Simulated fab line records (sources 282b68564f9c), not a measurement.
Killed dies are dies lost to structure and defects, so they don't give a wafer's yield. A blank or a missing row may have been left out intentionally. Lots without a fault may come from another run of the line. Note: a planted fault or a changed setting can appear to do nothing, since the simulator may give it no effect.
A lot that was struck, set against a sound lot    flow rit-cmos    44 steps out of a route of 202
Sound: wafers L448.2, L448.5, L448.6. Wafers L459.2, L459.4, L459.6 were the ones struck. At the end, the cause is stated.
Per side, at each step with rows, come the tool, then ch with its chambers, and then its first start. Under that, the readings that differ: sound wafers    struck wafers    difference of the means    sigmas: that difference in standard deviations of wafers without a fault.
alike: words and numbers the same on both sides, and readings whose means are apart by under 2 such deviations; not compared: readings that were withheld, readings missing a value for some wafer, numbers with overlapping values and no deviation given by the record, and bounds like >300 which may hide the same value.
A row with sigmas, a row that says differs or no value, or rows on one side alone: a step with any of these is where the two part. When numbers do not overlap yet have no deviation, they are printed without sigmas and do not part them. A reading that every wafer of one side lacks parts them only if that side has two wafers or more.

first, 1 step without rows for these wafers: RIT_PRETRO_IMPLANT_08.
RIT_PRETRO_STRIP_09: strips in O2, time 180 s.
  sound on plasma-asher-04 ch 0,1, day 2 18:38; struck on plasma-asher-04 ch 0,1, day 4 18:32
  alike: drypump-motor-current-A
  not compared: rf-hours-counter-h
RIT_PRETRO_TW_MEAS_10:
  sound on film-metro-01, day 2 18:49; struck on film-metro-02, day 4 18:43
reading    sound        struck       difference  sigmas
PRETRO_TW  471 471 469  481 481 479  +10         +2
then, 5 steps without rows for these wafers: RIT_GATE_WET_ETCH_00 (etches SiO2 in BOE, target depth 56 nm, time 60 s); RIT_GATE_CLEAN_01 (cleans in SC1, time 600 s); RIT_GATE_CLEAN_02 (cleans in dHF, time 30 s); RIT_GATE_CLEAN_03 (cleans in SC2, time 600 s); RIT_GATE_CLEAN_04 (cleans in dHF, time 60 s).
RIT_FOX2_THK_MEAS_91:
  sound on film-metro-01, day 2 19:18; struck on film-metro-03, day 4 19:14
  alike: FIELD_OXIDE_LEFT_2_THK
then, 2 steps without rows for these wafers: RIT_GATE_OXIDATION_05 (target thk 3 nm, ox time 270 s); RIT_GATE_ANNEAL_06 (time 600 s).
RIT_GATE_THK_MEAS_07:
  sound on film-metro-02, day 2 20:41; struck on film-metro-03, day 4 20:37
reading              sound           struck          difference  sigmas
GATE_OXIDE_THK (nm)  3.19 3.02 3.12  2.95 2.96 2.98  -0.15       -2
RIT_GATE_CVD_08: deposits poly-Si from SiH4, target thk 250 nm, time 2220 s.
  sound on lpcvd-01 ch 1, day 2 20:44; struck on lpcvd-01 ch 0, day 4 20:40
reading                                   sound              struck           difference  sigmas
model.poly-Si_of_GATE_CVD_08.thk-nm (nm)  253.5 251.9 251.9  270.2 269 271.5  +17.8       
RIT_GATE_THK_MEAS_09:
  sound on film-metro-01, day 2 22:22; struck on film-metro-02, day 4 22:17
reading             sound              struck             difference  sigmas
GATE_POLY_THK (nm)  253.6 251.9 251.7  270.3 268.8 271.4  +17.8       +8
then, 6 steps without rows for these wafers: RIT_GATE_HMDS_10 (prime time 60 s); RIT_GATE_COAT_11 (resist thk 850 nm); RIT_GATE_SOFTBAKE_12 (time 60 s); RIT_GATE_EXPOSE_13 (exposes mask M6, target cd 150 nm); RIT_GATE_PEB_14; RIT_GATE_DEVELOP_15 (develop time 50 s).
RIT_GATE_CD_MEAS_16: the cd target is 150 nm.
  sound on cd-sem-01, day 2 23:29; struck on cd-sem-01, day 4 23:13
reading     sound              struck             difference  sigmas
cd-nm (nm)  143.7 144.6 144.4  150.9 150.7 150.8  +6.6        +3
RIT_GATE_OVL_MEAS_17:
  sound on overlay-02, day 2 23:35; struck on overlay-02, day 4 23:19
  alike: GATE_OVL
then, 1 step without rows for these wafers: RIT_GATE_HARDBAKE_18 (time 60 s).
RIT_GATE_ETCH_19: etches poly-Si in SF6/CHF3/O2, stops on SiO2, time 165 s, target depth 312.5 nm.
  sound on rie-si-01 ch 0,3, day 2 23:52; struck on rie-si-02 ch 1,2, day 4 23:29
reading                           sound              struck           difference  sigmas
model.GATE.feature-depth-nm (nm)  253.5 251.9 251.9  270.2 269 271.5  +17.8       
model.etch.depth-nm (nm)          253.5 251.9 251.9  270.2 269 271.5  +17.8       
  alike: drypump-motor-current-A, oes-product-au, throttle-valve-pct
  not compared: rf-hours-counter-h
RIT_GATE_STRIP_20: strips in O2, time 180 s.
  sound on plasma-asher-02 ch 0,1, day 2 23:59; struck on plasma-asher-03 ch 0,1, day 4 23:36
  alike: drypump-motor-current-A
  not compared: rf-hours-counter-h
RIT_GATE_CD_MEAS_90: the cd target is 150 nm.
  sound on cd-sem-02, day 3 00:11; struck on cd-sem-02, day 4 23:48
reading     sound              struck             difference  sigmas
cd-nm (nm)  144.1 144.4 144.1  151.1 150.6 151.3  +6.8        +3
then, 4 steps without rows for these wafers: RIT_REOX_CLEAN_00 (cleans in SC1, time 600 s); RIT_REOX_CLEAN_01 (cleans in dHF, time 30 s); RIT_REOX_CLEAN_02 (cleans in SC2, time 600 s); RIT_REOX_OXIDATION_03 (target thk 25.2 nm, ox time 5580 s).
RIT_REOX_THK_MEAS_04:
  sound on film-metro-02, day 3 04:45; struck on film-metro-03, day 5 04:47
  alike: REOX_OXIDE_THK
then, 6 steps without rows for these wafers: RIT_NLDD_HMDS_00 (prime time 60 s); RIT_NLDD_COAT_01 (resist thk 1000 nm); RIT_NLDD_SOFTBAKE_02 (time 60 s); RIT_NLDD_EXPOSE_03 (exposes mask M7, target cd 40700 nm); RIT_NLDD_PEB_04; RIT_NLDD_DEVELOP_05 (develop time 50 s).
RIT_NLDD_OVL_MEAS_06:
  sound on overlay-01, day 3 06:13; struck on overlay-02, day 5 05:41
  alike: NLDD_OVL
then, 2 steps without rows for these wafers: RIT_NLDD_HARDBAKE_07 (time 60 s); RIT_NLDD_IMPLANT_08.
RIT_NLDD_STRIP_09: strips in O2, time 180 s.
  sound on plasma-asher-03 ch 0,1, day 3 06:32; struck on plasma-asher-04 ch 0,1, day 5 06:01
reading                      sound        struck       difference  sigmas
drypump-motor-current-A (A)  6.7 5.9 6.7  5.1 5.1 5.7  -1.1        -3
  not compared: rf-hours-counter-h
RIT_NLDD_TW_MEAS_10:
  sound on film-metro-01, day 3 06:43; struck on film-metro-03, day 5 06:13
  alike: NLDD_TW
RIT_SDANNEAL_CLEAN_02: cleans in SC2, time 600 s.
  sound on wet-bench-01 ch 3, day 3 14:11; struck on wet-bench-04 ch 3, day 5 13:49
reading                                   sound              struck           difference  sigmas
model.poly-Si_of_GATE_CVD_08.thk-nm (nm)  167.9 165.9 163.7  181.6 183.3 183  +16.8       
RIT_M1_PROBE_99:
  sound on prober-02, day 3 22:13; struck on prober-01, day 5 21:32
reading                                           sound                struck              difference  sigmas
model.etest.nmos-turned.drive-ua-um               321.1 336.7 326.2    289.3 296.6 281     -39.0       
model.etest.poly-comb-over-steps.leak-log10-a-um  -12.59 -12.83 -12.8  -12.4 -10.7 -12.07  +1.0        
  alike: killed-at-contacts, killed-at-front-end, killed-dies, killed-open, killed-short
  not compared: model.etest.pmos-turned.drive-ua-um

WHERE THEY PART
Last at RIT_NLDD_STRIP_09 as far as this record goes, first at RIT_PRETRO_TW_MEAS_10. Later steps at which nothing parts them and some readings are alike: RIT_NLDD_TW_MEAS_10, RIT_M1_PROBE_99.

WHY: what had been put in by the simulator
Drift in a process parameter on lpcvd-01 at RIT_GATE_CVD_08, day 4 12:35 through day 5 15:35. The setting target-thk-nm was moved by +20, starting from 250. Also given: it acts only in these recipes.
